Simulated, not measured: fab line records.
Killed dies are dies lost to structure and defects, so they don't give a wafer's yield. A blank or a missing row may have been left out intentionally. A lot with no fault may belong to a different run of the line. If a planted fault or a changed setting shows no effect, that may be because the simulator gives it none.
A single fault, viewed from 2 desks + flow berkeleyCmos170 + each desk has only its own numbers; what lay behind them comes last

## FROM THE METROLOGY DESK
Lot by lot, what the gauges showed, no matter which tool ran the lot: averages of those sampled wafers that carry a number. The brackets show how far a lot's mean lies from the usual mean; more than 4 standard deviations puts the lot out of limits, marked OUT.
Columns: A = CONTACT_PSG_THK at UCB170_CONTACT_THK_MEAS_02, usual 702 nm; B = M2_AL_THK at UCB170_M2_THK_MEAS_03, usual 889 nm
| lot  | first seen here | A   | B   |
|------|-----------------|-----|-----|
| L303 | day 6 14:14     | 693 | 902 |
| L305 | day 6 22:53     | 700 | 894 |
| L307 | day 7 07:11     | 706 | 897 |
| L309 | day 7 21:13     | 697 | 885 |
| L310 | day 8 08:00     | 698 | 876 |
| L316 | day 9 08:01     | 699 | 876 |
| L321 | day 10 19:38    | 698 | 882 |
| L323 | day 10 21:01    | 708 | 894 |
| L322 | day 10 21:02    | 706 | 872 |
| L324 | day 11 18:13    | 711 | 878 |
| L325 | day 11 22:32    | 710 | 888 |
| L326 | day 11 23:54    | 708 | 895 |
This desk's verdict: no lot among the 12 shows anything out of limits.

## AT THE TOOL OWNER'S DESK: lithoTrack-04
UCB170_ACTIVE_PEB_11, tool's own readings: per-lot mean of the sampled wafers with a number, covering each lot this tool ran. The brackets show how far a lot's mean lies from the usual mean; more than 4 standard deviations puts the lot out of limits, marked OUT.
Columns: A = chillPlateTempC at UCB170_ACTIVE_PEB_11, usual 22.99 C; B = exhaustPa at UCB170_ACTIVE_PEB_11, usual 45.1 Pa
| lot  | first seen here | A     | B    |
|------|-----------------|-------|------|
| L305 | day 4 07:55     | 23.12 | 45.2 |
| L310 | day 5 18:13     | 22.98 | 45.9 |
| L321 | day 8 01:36     | 23.12 | 44.7 |
| L323 | day 8 05:20     | 22.95 | 45.2 |
This desk's verdict: no lot among the 4 shows anything out of limits.

## BROUGHT TOGETHER
From the metrology desk's view, nothing was out of limits.
The desk of the tool owner found nothing out of limits.

## WHAT THE SIMULATOR HAD INSERTED
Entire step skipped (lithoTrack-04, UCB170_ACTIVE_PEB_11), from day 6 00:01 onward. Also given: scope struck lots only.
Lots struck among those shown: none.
